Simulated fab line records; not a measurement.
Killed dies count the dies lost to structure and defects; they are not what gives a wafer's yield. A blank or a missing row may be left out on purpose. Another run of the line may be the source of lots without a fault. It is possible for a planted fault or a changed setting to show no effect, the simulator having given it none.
A struck lot beside a sound one ; flow rit_cmos ; 15 steps out of a route of 202
Sound: the wafers L314.2, L314.3, L314.4. Struck: wafer L325.3 (left out: L325.1, L325.4 of the same lot, which were not struck); the cause appears at the end.
Order at every step that has rows: each side's tool, ch and its chambers, its first start. Under that, the readings that differ: sound wafers ; struck wafers ; difference of the means ; sigmas: that difference in standard deviations of wafers without a fault.
alike: a reading whose means differ by less than 2 such deviations, as well as words and numbers matching on both sides. not compared: withheld readings; readings where some wafer has no value; bounds like >300 that might hide an equal value; numbers whose values overlap and for which the record gives no deviation.
Wherever a step has rows on one side only, a row that says differs or no value, or a row with sigmas, the two part there. Numbers that don't overlap but have no deviation are shown without sigmas and don't part them. Lack of a reading on every wafer of one side parts them only where that side has two or more wafers.

RIT_M1_SPUTTER_00: material Al, target thk 400 nm, time 500 s.
  sound: pvd_sputter-03 at day 4 05:07; struck: pvd_sputter-01 at day 6 13:50
  alike: throttle_valve_pct
RIT_M1_RS_MEAS_01: measurement is done with a four-point probe.
  sound: film_metro-03 at day 4 05:26; struck: film_metro-02 at day 6 14:07
  alike: M1_AL_RS
RIT_M1_THK_MEAS_02: measures by xrf.
  sound: film_metro-03 at day 4 05:32; struck: film_metro-02 at day 6 14:14
  alike: M1_AL_THK
then, 6 steps without rows for these wafers: RIT_M1_HMDS_03 (prime time 60 s); RIT_M1_COAT_04 (resist thk 1300 nm); RIT_M1_SOFTBAKE_05 (time 60 s); RIT_M1_EXPOSE_06 (exposes mask M12, target cd 2600 nm); RIT_M1_PEB_07; RIT_M1_DEVELOP_08 (develop time 68 s).
RIT_M1_CD_MEAS_09 targets a cd of 2600 nm.
  sound: cd_sem-01 at day 4 06:37; struck: cd_sem-01 at day 6 15:25
  alike: cd_nm
RIT_M1_OVL_MEAS_10:
  sound: overlay-02 at day 4 06:43; struck: overlay-01 at day 6 15:32
  alike: M1_OVL
then, 1 step without rows for these wafers: RIT_M1_HARDBAKE_11 (time 120 s).
RIT_M1_METAL_ETCH_12: etches Al in Cl2/BCl3, stops on SiO2, time 165 s, target depth 600 nm.
  sound on rie_metal-04 ch 0,1, day 4 07:00; struck on rie_metal-02 ch 1, day 6 15:50
reading;sound;struck;difference;sigmas
oes_product_au (a.u.);0.759 0.776 0.755;0.840;+0.077;+5
run_length_s (s);193.7 192.7 193.9;183.0;-10.4;-13
throttle_valve_pct (%);8.34 8.37 8.32;8.04;-0.30;-2
model.NOVOLAK_of_M1_COAT_04.thk_nm (nm);817.8 823.9 817.2;826.5;+6.9;
  alike: chamber_pressure_mTorr, drypump_motor_current_A
  not compared: rf_hours_counter_h
then, 1 step without rows for these wafers: RIT_M1_STRIP_13 (strips in nmp, time 600 s).
RIT_M1_PROBE_99:
  sound: prober-02 at day 4 09:19; struck: prober-01 at day 6 18:11
reading;sound;struck;difference;sigmas
defect_limited_yield (%);98.5 97.7 96.2;92.4;-5.1;-4
killed_at_front_end;4 6 10;20;+13;+4
killed_dies;4 6 10;20;+13;+4
killed_open;2 6 6;10;+5;+3
killed_short;2 0 4;10;+8;+4
sort_bin_3_pad_short (%);0.4 0 0;0.8;+0.7;+2
sort_bin_5_function (%);0.4 1.9 1.1;4.5;+3.4;+4
sort_n_pass;260 258 254;244;-13;-4
sort_yield_pct (%);98.5 97.7 96.2;92.4;-5.1;-4
  alike: killed_at_contacts, sort_bin_6_memory

WHERE THEY PART
Earliest at RIT_M1_METAL_ETCH_12; latest, in this record, at RIT_M1_PROBE_99.

WHY: what had been put in by the simulator
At RIT_M1_METAL_ETCH_12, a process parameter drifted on rie_metal-02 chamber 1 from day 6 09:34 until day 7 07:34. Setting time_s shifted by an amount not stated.
